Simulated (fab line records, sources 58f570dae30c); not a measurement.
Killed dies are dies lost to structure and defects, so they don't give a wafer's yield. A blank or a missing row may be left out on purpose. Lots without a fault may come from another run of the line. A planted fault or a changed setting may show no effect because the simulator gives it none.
Which tool did it? | flow berkeley_cmos170 | 14 lots, 42 wafers sampled, at 3 steps of a route of 331

WHAT THE GAUGES READ, wafer by wafer
UCB170_M1_OVL_MEAS_10.
lot  | measured     | on         | M1_OVL (nm)
L985 | day 8 02:08  | overlay-01 | -9 -8 -8
L986 | day 8 11:02  | overlay-02 | 2 -1 3
L988 | day 8 08:11  | overlay-01 | -2 -2 -9
L987 | day 8 08:56  | overlay-02 | -2 -1 0
L991 | day 9 08:43  | overlay-02 | 0 -1 -1
L990 | day 9 10:02  | overlay-01 | -5 -8 -11
L992 | day 9 20:13  | overlay-01 | -2 -6 -1
L993 | day 9 20:13  | overlay-02 | 2 6 3
L995 | day 10 21:16 | overlay-02 | -14 -8 -13
L100 | day 12 02:25 | overlay-01 | 5 2 2
L103 | day 11 22:23 | overlay-02 | 0 2 -2
L101 | day 12 11:37 | overlay-02 | -2 -4 -8
L105 | day 12 10:54 | overlay-01 | -1 1 -2
L106 | day 13 14:15 | overlay-01 | -5 -8 -13

WHICH TOOL RAN EACH LOT (tool, then ch and the chambers of the sampled wafers, then the start)
lot  | UCB170_ACTIVE_STRIP_16              | UCB170_CONTACT_STRIP_19
L985 | plasma_asher-01 ch 0,1, day 4 19:35 | plasma_asher-01 ch 0,1, day 8 00:07
L986 | plasma_asher-04 ch 0,1, day 5 06:13 | plasma_asher-04 ch 0,1, day 8 08:51
L988 | plasma_asher-03 ch 0,1, day 5 06:20 | plasma_asher-04 ch 0,1, day 8 06:23
L987 | plasma_asher-01 ch 0,1, day 5 06:35 | plasma_asher-04 ch 0,1, day 8 06:59
L991 | plasma_asher-03 ch 0,1, day 5 23:36 | plasma_asher-01 ch 0,1, day 9 06:57
L990 | plasma_asher-01 ch 0,1, day 5 23:49 | plasma_asher-01 ch 0,1, day 9 08:22
L992 | plasma_asher-03 ch 0,1, day 6 09:35 | plasma_asher-01 ch 0,1, day 9 16:26
L993 | plasma_asher-04 ch 1, day 6 13:00   | plasma_asher-02 ch 0,1, day 9 17:03
L995 | plasma_asher-01 ch 0,1, day 7 01:34 | plasma_asher-01 ch 0,1, day 10 18:52
L100 | plasma_asher-03 ch 0,1, day 8 11:08 | plasma_asher-01 ch 1, day 12 00:47
L103 | plasma_asher-03 ch 0,1, day 8 20:43 | plasma_asher-02 ch 0, day 11 20:03
L101 | plasma_asher-01 ch 0,1, day 8 20:58 | plasma_asher-04 ch 0,1, day 12 09:26
L105 | plasma_asher-04 ch 0,1, day 9 05:28 | plasma_asher-02 ch 0,1, day 12 08:51
L106 | plasma_asher-04 ch 0,1, day 9 17:06 | plasma_asher-01 ch 0,1, day 13 12:02
- UCB170_ACTIVE_STRIP_16: strips in O2.
- UCB170_CONTACT_STRIP_19: strips in O2.

WHAT THE TOOLS THEMSELVES READ (means of the sampled wafers that have a number; where no wafer has one, the mark that the record gives instead)
UCB170_ACTIVE_STRIP_16.
lot  | tool            | drypump_motor_current_A (A) | oes_product_au (a.u.) | strip_time_to_endpoint_s (s)
L985 | plasma_asher-01 | 5.5                         | 0.720                 | 18.13
L986 | plasma_asher-04 | 5.4                         | 0.719                 | 17.97
L988 | plasma_asher-03 | 6.0                         | 0.724                 | 18.09
L987 | plasma_asher-01 | 5.6                         | 0.721                 | 18.16
L991 | plasma_asher-03 | 5.7                         | 0.719                 | 17.95
L990 | plasma_asher-01 | 5.6                         | 0.724                 | 18.06
L992 | plasma_asher-03 | 6.0                         | 0.718                 | 18.12
L993 | plasma_asher-04 | 5.6                         | 0.718                 | 18.10
L995 | plasma_asher-01 | 5.6                         | 0.720                 | 18.15
L100 | plasma_asher-03 | 5.6                         | 0.635                 | 21.88
L103 | plasma_asher-03 | 5.6                         | 0.635                 | 21.79
L101 | plasma_asher-01 | 5.6                         | 0.723                 | 18.13
L105 | plasma_asher-04 | 5.4                         | 0.722                 | 17.96
L106 | plasma_asher-04 | 5.4                         | 0.719                 | 18.01

UCB170_CONTACT_STRIP_19.
lot  | tool            | drypump_motor_current_A (A) | oes_product_au (a.u.)
L985 | plasma_asher-01 | 5.62                        | 0.728
L986 | plasma_asher-04 | 5.44                        | 0.731
L988 | plasma_asher-04 | 5.50                        | 0.724
L987 | plasma_asher-04 | 5.52                        | 0.726
L991 | plasma_asher-01 | 5.58                        | 0.726
L990 | plasma_asher-01 | 5.58                        | 0.723
L992 | plasma_asher-01 | 5.56                        | 0.725
L993 | plasma_asher-02 | 5.70                        | 0.722
L995 | plasma_asher-01 | 5.63                        | 0.722
L100 | plasma_asher-01 | 5.67                        | 0.722
L103 | plasma_asher-02 | 6.19                        | 0.730
L101 | plasma_asher-04 | 5.49                        | 0.727
L105 | plasma_asher-02 | 5.69                        | 0.731
L106 | plasma_asher-01 | 5.57                        | 0.725

THE ANSWER, worked out from the rows above alone
Rule: what is usual is taken from the lots themselves. Put in order of their means at a reading, lots are off if they are a third of the lots or fewer, leave a main group of 4 or more, and stand apart from it by a gap of 3 or more times the standard deviation of the main group's means; of several such gaps the widest counts. A main group whose means are all the same, to the digits that the tables above print for the reading, isn't used. A lot without any number at a reading at which 4 lots or more have one is off too. The other lots that the step has rows for count as sound. The gauges are gone through in route order, then the tools' own readings, and for those a lot's mean is taken as printed above. The first step at which some lot is off is used, and at that step the reading that is off furthest; a lot without a number counts as furthest.
Off: L100, L103, at UCB170_ACTIVE_STRIP_16 (strip_time_to_endpoint_s). The main group: mean 18.07 s, standard deviation 0.074.
A tool fits if, at that step or a process step before it, it ran every lot that is off, and no sound lot after the first of them. One fits: plasma_asher-03 at UCB170_ACTIVE_STRIP_16. Its last sound lot is L992 (day 6 09:35), its first lot that is off L100 (day 8 11:08): a fault that began between those two fits.
The tool's own readings at UCB170_ACTIVE_STRIP_16 bear it out: on the lots that are off they differ by more than 5 times the standard deviation of the sound lots' means. oes_product_au reads 0.635 a.u. there against 0.721 a.u. on the sound lots; strip_time_to_endpoint_s reads 21.84 s there against 18.07 s on the sound lots.

WHAT THE SIMULATOR HAD PUT IN
Process parameter drift: plasma_asher-03, from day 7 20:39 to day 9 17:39, at UCB170_ACTIVE_STRIP_16. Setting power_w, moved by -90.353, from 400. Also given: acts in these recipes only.
Lots struck among those shown: L103, L100. The rule above found the same.
